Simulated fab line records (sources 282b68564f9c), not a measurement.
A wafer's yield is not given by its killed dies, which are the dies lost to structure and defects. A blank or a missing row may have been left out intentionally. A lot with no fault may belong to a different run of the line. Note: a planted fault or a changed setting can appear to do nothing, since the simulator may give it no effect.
What tool caused it? :: flow rit-cmos :: Sampling: 7 lots, 21 wafers, 2 of 202 route steps

WHAT THE GAUGES SHOWED, per wafer
RIT_ACTIVE_CD_MEAS_11: the cd target is 1400 nm.
lot: L868
measured: day 2 01:19
on: cd-sem-02
cd-nm (nm): 1404.1 1400.6 1401.1

lot: L871
measured: day 2 15:34
on: cd-sem-01
cd-nm (nm): 1401.1 1398.5 1400.3

lot: L873
measured: day 3 01:46
on: cd-sem-02
cd-nm (nm): 1402.3 1403.3 1400.5

lot: L877
measured: day 3 21:35
on: cd-sem-02
cd-nm (nm): 1402.7 1401.2 1401.2

lot: L879
measured: day 4 07:58
on: cd-sem-02
cd-nm (nm): 1399.9 1399.1 1401.0

lot: L886
measured: day 5 20:15
on: cd-sem-01
cd-nm (nm): 1407.5 1407.6 1407.7

lot: L889
measured: day 6 10:47
on: cd-sem-02
cd-nm (nm): 1408.0 1403.9 1409.0

WHAT TOOL EACH LOT RAN ON (gives the tool, then ch and the chambers of the sampled wafers, and finally the start)
lot: L868
RIT_ACTIVE_COAT_06: litho-track-01 ch 0, day 2 00:30

lot: L871
RIT_ACTIVE_COAT_06: litho-track-02 ch 0, day 2 14:44

lot: L873
RIT_ACTIVE_COAT_06: litho-track-03 ch 0, day 3 01:04

lot: L877
RIT_ACTIVE_COAT_06: litho-track-02 ch 0, day 3 20:46

lot: L879
RIT_ACTIVE_COAT_06: litho-track-01 ch 0, day 4 07:08

lot: L886
RIT_ACTIVE_COAT_06: litho-track-02 ch 0, day 5 19:34

lot: L889
RIT_ACTIVE_COAT_06: litho-track-02 ch 0, day 6 09:56
- RIT_ACTIVE_COAT_06: resist thk 1000 nm.

THE ANSWER, worked out from the rows above alone
Rule: usual is defined by the lots themselves. Put in order of their means at a reading, lots are off if they are a third of the lots or fewer, leave a main group of 4 or more, and stand apart from it by a gap of 3 or more times the standard deviation of the main group's means; of several such gaps the widest counts. If all means in a main group match to the digits the tables above print for the reading, that group is not used. A lot without any number at a reading at which 4 lots or more have one is off too. Any other lot the step has rows for is counted as sound.
Off at RIT_ACTIVE_CD_MEAS_11 (cd-nm): L886, L889. The main group: mean 1401.1 nm, standard deviation 0.94.
If a tool, at a process step before that reading, ran all the lots that are off and no sound lot after the first of them, it fits. Gauges at RIT_ACTIVE_CD_MEAS_11: tried the same way as those tools. One fits: litho-track-02 at RIT_ACTIVE_COAT_06. A fault onset in the window from L877 (day 3 20:46, its last sound lot) to L886 (day 5 19:34, its first lot off) fits.

WHAT HAD BEEN PUT IN BY THE SIMULATOR
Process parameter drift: litho-track-02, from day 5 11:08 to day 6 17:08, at RIT_ACTIVE_COAT_06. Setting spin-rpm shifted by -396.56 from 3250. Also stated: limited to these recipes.
Shown lots that were struck: L886, L889. Same finding as the rule above.
